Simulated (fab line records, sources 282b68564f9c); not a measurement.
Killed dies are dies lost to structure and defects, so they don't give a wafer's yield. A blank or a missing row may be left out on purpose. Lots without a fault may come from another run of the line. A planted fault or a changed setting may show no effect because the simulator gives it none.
fab line records | flow rit_cmos
record lots=15 wafers=45 last_day=7
route steps=202 shown SILICIDE@166 M1@202
lots that met no fault: from a run of the same line without faults
start_h: hours from the record's first day to the start of the lot's first wafer shown | wait_h: hours since the lot's step before | " the same as in the row above | L1.1+2: a row that stands for several wafers | - no value, or no start given | * or withheld: withheld | < > ~ a bound
route shown NAME@n: a module of which the file shows steps, and the number in the route of the first | usual: mean/standard deviation of fault-free wafers | same: alike in all rows | chamber/n: place in a boat | sites: the reading at each site | _std_site: their standard deviation | _edge_site: outer sites' mean less inner sites' | radius_mm: how far each site lies from the wafer's centre | mask NAME#n: copy n | behind: the tool/chamber that last shaped the wafer | hold: why the lot was held/for how many hours/how that ended | device: the transistor (n, p or np) that didn't switch | end of line: the same wafers' tests at the end of the route | a step without rows: its recipe alone | killed: dies lost to structure and defects at the first sort, not the wafer's yield | map: a wafer's dies, x killed, . not, _ none there
set.NAME: the setting as run; set.NAME@STEP: as run at that earlier step | model.NAME: the simulator's own value behind a step, which no gauge read
steps of the route over a sample of lots; a table a step, a row a wafer
services: from which hour (start_h, from the record's first day; less than 0 if before it) a tool's chamber was out of use, for how many hours, and why
## steps
# step RIT_SILICIDE_WET_ETCH_05
# recipe chemistry=SPM target=Ti temp_c=90 time_s=120 dry=n2_spin
# usual bath_guard_temp_C=89.9/0.56 bath_heat_duty_pct=13.3/1.4
# columns lot.wafer tool chamber start_h wait_h bath_guard_temp_C bath_heat_duty_pct
L323.1 wet_bench-02 0 64.17 0.1 88.5 12.1
L323.2 " 0 " " 88.6 12.5
L323.4 " 0 " " 88.4 12.1
L324.2 wet_bench-04 2 67.79 0.0 90.2 13.6
L324.3 " 2 " " 90.6 13.4
L324.6 " 2 " " 90.1 14.2
L327.3 wet_bench-04 3 82.94 0.0 90.1 13.2
L327.4 " 3 " " 90.1 12.2
L327.5 " 3 " " 90.0 12.9
L329.1 wet_bench-02 3 90.61 0.1 - -
L329.4 " 3 " " - -
L329.6 " 3 " " - -
L328.1 wet_bench-04 3 92.48 0.1 - -
L328.3 " 3 " " - -
L328.6 " 3 " " - -
L330.2 wet_bench-04 2 95.70 0.0 - -
L330.4 " 2 " " - -
L330.5 " 2 " " - -
L335.1 wet_bench-01 0 120.38 0.1 89.7 12.9
L335.4 " 0 " " 89.8 11.5
L335.5 " 0 " " 89.7 12.9
L336.1 wet_bench-04 2 126.87 0.1 90.3 12.2
L336.2 " 2 " " 90.3 12.7
L336.6 " 2 " " 90.3 14.3
L338.1 wet_bench-02 2 132.81 0.1 90.3 11.3
L338.2 " 2 " " 90.1 11.5
L338.4 " 2 " " 90.1 12.2
L339.2 wet_bench-02 3 143.22 0.0 90.6 15.1
L339.3 " 3 " " 90.6 13.5
L339.6 " 3 " " 90.3 14.6
L340.2 wet_bench-01 2 151.13 0.0 90.0 17.2
L340.5 " 2 " " 89.9 17.1
L340.6 " 2 " " 89.5 15.2
L342.1 wet_bench-04 2 157.53 0.1 90.1 13.6
L342.5 " 2 " " 90.8 12.7
L342.6 " 2 " " 90.3 12.8
L343.1 wet_bench-04 2 160.93 0.1 90.4 13.3
L343.3 " 2 " " 90.4 14.0
L343.4 " 2 " " 90.4 11.4
L344.2 wet_bench-02 3 165.85 0.0 90.7 15.3
L344.4 " 3 " " 90.2 15.2
L344.6 " 3 " " 90.3 15.2
L345.3 wet_bench-01 1 171.74 0.1 89.4 15.1
L345.5 " 1 " " 88.8 14.8
L345.6 " 1 " " 89.2 15.5
# step RIT_M1_PROBE_99
# usual killed_at_contacts=0.1/0.25 killed_at_front_end=6.8/2.9 killed_dies=6.9/2.9 killed_on_rim=1.7/1.3 killed_open=3.3/1.9 killed_short=3.6/1.9
# same gross_dies=264 killed_at_M0_to_M3=0 killed_at_M4_up=0 killed_at_back_side=0 killed_at_other=0
# columns lot.wafer tool chamber start_h wait_h killed_at_contacts killed_at_front_end killed_dies killed_on_rim killed_open killed_short
L329.1 prober-02 - 97.23 0.1 0 264 264 70 1 6
L329.4 prober-02 - 97.38 0.2 0 264 264 70 4 2
L329.6 prober-02 - 97.48 0.2 0 264 264 70 8 7
L328.1 prober-01 - 98.97 0.1 0 264 264 70 3 2
L328.3 prober-01 - 99.07 0.2 0 264 264 70 0 2
L328.6 prober-01 - 99.22 0.2 0 264 264 70 4 3
L330.2 prober-02 - 102.22 0.1 0 264 264 70 4 4
L330.4 prober-02 - 102.32 0.2 0 264 264 70 0 2
L330.5 prober-02 - 102.37 0.2 0 264 264 70 1 3
# killed by level:class
L329.1 SILICIDE:area_etch=257 GATE:geometric_particle:short=2 SPACER:geometric_particle:short=2 FOX1:geometric_particle:short=1 GATE:geometric_particle:open=1 REOX:geometric_particle:short=1
L329.4 SILICIDE:area_etch=258 FOX1:geometric_particle:open=2 FOX1:geometric_particle:short=1 GATE:geometric_particle:open=1 GATE:geometric_particle:short=1 REOX:geometric_particle:open=1
L329.6 SILICIDE:area_etch=249 GATE:geometric_particle:short=4 FOX1:geometric_particle:open=2 FOX1:geometric_particle:short=2 GATE:geometric_particle:open=2 REOX:geometric_particle:open=2 SPACER:geometric_particle:open=2 SPACER:geometric_particle:short=1
L328.1 SILICIDE:area_etch=259 SILICIDE:geometric_particle:open=3 FOX1:geometric_particle:short=1 FOX2:geometric_particle:short=1
L328.3 SILICIDE:area_etch=262 REOX:geometric_particle:short=1 SILICIDE:geometric_particle:short=1
L328.6 SILICIDE:area_etch=257 SILICIDE:geometric_particle:open=3 FOX1:geometric_particle:short=2 ACTIVE:geometric_particle:short=1 FOX2:geometric_particle:open=1
L330.2 SILICIDE:area_etch=256 GATE:geometric_particle:open=3 GATE:geometric_particle:short=3 REOX:geometric_particle:open=1 SILICIDE:geometric_particle:short=1
L330.4 SILICIDE:area_etch=262 FOX2:geometric_particle:short=1 GATE:geometric_particle:short=1
L330.5 SILICIDE:area_etch=260 REOX:geometric_particle:short=2 GATE:geometric_particle:open=1 GATE:geometric_particle:short=1
## services
# columns tool chamber start_h hours kind
wet_bench-01 - 138.84 3.0 repair
## key
first_sign step=RIT_SILICIDE_WET_ETCH_05 reading=tool_record direction=missing
effect step=RIT_M1_PROBE_99 reading=killed_at_front_end direction=up sigmas=89 usual=6.8 struck=264
more_kills_born_at RIT_SILICIDE_WET_ETCH_05@wet_bench-04=1556 RIT_SILICIDE_WET_ETCH_05@wet_bench-02=764
met_at RIT_SILICIDE_WET_ETCH_05
struck_lots L328,L329,L330
later_rows_left_out L328.1,L328.3,L328.6,L329.1,L329.4,L329.6,L330.2,L330.4,L330.5
tester_left_out L328,L329,L330
onset_between 82.94 90.61
fault kind=skipped_step_whole tool=wet_bench-02,wet_bench-04 chamber=- onset_h=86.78 steps=RIT_SILICIDE_WET_ETCH_05 scope=struck_lots_only
# tester_left_out: of these lots the tester's yield and bins aren't shown, on N5 and GAA mostly nor the transistor test; their killed dies are dies lost to structure and defects alone, not to doping, threshold or leakage, so they don't give the yield
# later_rows_left_out: the simulator's readings of these wafers behind a module that went badly wrong aren't trusted and aren't shown, but for the sort
